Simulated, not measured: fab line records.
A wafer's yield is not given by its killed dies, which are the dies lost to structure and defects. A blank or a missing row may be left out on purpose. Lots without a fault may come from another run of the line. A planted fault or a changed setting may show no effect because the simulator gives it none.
Comparing a struck lot with a sound one | flow ritCmos | 17 out of 202 route steps
Sound: the wafers L202.1, L202.3, L202.4. The struck wafers were L199.2, L199.4, L199.6. Last of all comes the cause.
At each step with rows: each side's tool, then ch and its chambers, then its first start. Under that, the readings that differ: sound wafers | struck wafers | difference of the means | sigmas: that difference in standard deviations of wafers without a fault.
alike: readings with means less than 2 such deviations apart, plus words and numbers identical on both sides. not compared: withheld readings, readings lacking a value on some wafer, bounds such as >300 that could conceal the same value, and numbers that have no deviation in the record and whose values overlap.
A row with sigmas, a row that says differs or no value, or rows on one side alone: a step with any of these is where the two part. When numbers do not overlap yet have no deviation, they are printed without sigmas and do not part them. A reading that every wafer of one side lacks parts them only if that side has two wafers or more.

RIT_PWELL_TW_MEAS_10:
  sound on filmMetro-02 at day 5 09:55; struck on filmMetro-03 at day 4 17:32
  alike: PWELL_TW
then, 1 step without rows for these wafers: RIT_WELLDRIVE_ANNEAL_00 (time 14700 s).
RIT_WELLDRIVE_RS_MEAS_01: measurement is done with a four-point probe.
  sound on filmMetro-03 at day 5 17:25; struck on filmMetro-04 at day 5 01:43
  alike: NWELL_RS
RIT_WELLDRIVE_RS_MEAS_02: measurement is done with a four-point probe.
  sound on filmMetro-03 at day 5 17:32; struck on filmMetro-04 at day 5 01:50
  alike: PWELL_RS
then, 6 steps without rows for these wafers: RIT_NRETRO_HMDS_00 (prime time 60 s); RIT_NRETRO_COAT_01 (resist thk 1300 nm); RIT_NRETRO_SOFTBAKE_02 (time 60 s); RIT_NRETRO_EXPOSE_03 (exposes mask M4, target cd 43900 nm); RIT_NRETRO_PEB_04; RIT_NRETRO_DEVELOP_05 (develop time 68 s).
RIT_NRETRO_OVL_MEAS_06:
  sound on overlay-02 at day 5 18:40; struck on overlay-02 at day 5 02:49
  alike: NRETRO_OVL
then, 1 step without rows for these wafers: RIT_NRETRO_HARDBAKE_07 (time 120 s).
RIT_NRETRO_IMPLANT_08:
  sound on implanter-01 ch 0, day 5 18:58; struck on implanter-03 ch 0, day 5 03:07
reading                  | sound                | struck               | difference | sigmas
beamEnergyKeV            | 69.997 69.980 69.995 | 83.301 83.260 83.264 | +13.284    | +99 or more
model.implant.rpNm (nm)  | 85.44 85.44 85.44    | 102.1 102.1 102.1    | +16.7      | 
model.implant.drpNm (nm) | 33.94 33.94 33.94    | 39.19 39.19 39.19    | +5.25      | 
  alike: beamOnS, faradayCurrentUA
RIT_NRETRO_STRIP_09: strips in O2, time 180 s.
  sound on plasmaAsher-02 ch 0,1, day 5 19:11; struck on plasmaAsher-03 ch 0,1, day 5 03:15
  alike: drypumpMotorCurrentA
  not compared: rfHoursCounterH
RIT_NRETRO_TW_MEAS_10:
  sound on filmMetro-02 at day 5 19:22; struck on filmMetro-01 at day 5 03:26
reading   | sound          | struck         | difference | sigmas
NRETRO_TW | 1063 1055 1070 | 1098 1097 1102 | +36        | +6
then, 1 step without rows for these wafers: RIT_PRETRO_HMDS_00 (prime time 60 s).
RIT_M1_PROBE_99:
  sound on prober-01 at day 7 08:12; struck on prober-02 at day 6 08:58
reading                            | sound                   | struck                  | difference | sigmas
model.etest.pmosNarrow.offLog10AUm | -12.94 -12.92 -13.05    | -12.74 -12.69 -12.73    | +0.25      | 
model.etest.capPGate.cMinFfUm2     | 2.321 2.319 2.319       | 2.238 2.256 2.253       | -0.071     | 
model.etest.diodePplusComb.cjFfUm2 | 1.994 1.994 1.985       | 2.034 2.033 2.022       | +0.039     | 
model.etest.pmos_0p15.vtLongV (V)  | -0.5796 -0.5847 -0.5906 | -0.566 -0.5657 -0.5623  | +0.020     | 
model.etest.pmosNarrow.vtV (V)     | -0.5013 -0.5035 -0.5085 | -0.485 -0.4841 -0.4828  | +0.020     | 
model.etest.pmos_0p3.vtV (V)       | -0.5219 -0.5249 -0.5275 | -0.5062 -0.5043 -0.5018 | +0.0207    | 
model.etest.pmos_0p3.vtSatV (V)    | -0.5007 -0.4997 -0.5054 | -0.4832 -0.4786 -0.4801 | +0.0213    | 
  alike: killedAtContacts, killedAtFrontEnd, killedDies, killedOpen, killedShort
  not compared: model.etest.pmos_0p3.offLog10AUm

== WHERE THEY PART ==
Last at RIT_NRETRO_TW_MEAS_10 as far as this record goes, first at RIT_NRETRO_IMPLANT_08. Later steps at which nothing parts them and some readings are alike: RIT_M1_PROBE_99.

WHY: what had been put in by the simulator
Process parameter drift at RIT_NRETRO_IMPLANT_08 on implanter-03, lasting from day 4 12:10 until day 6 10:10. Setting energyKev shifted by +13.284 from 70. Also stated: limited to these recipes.
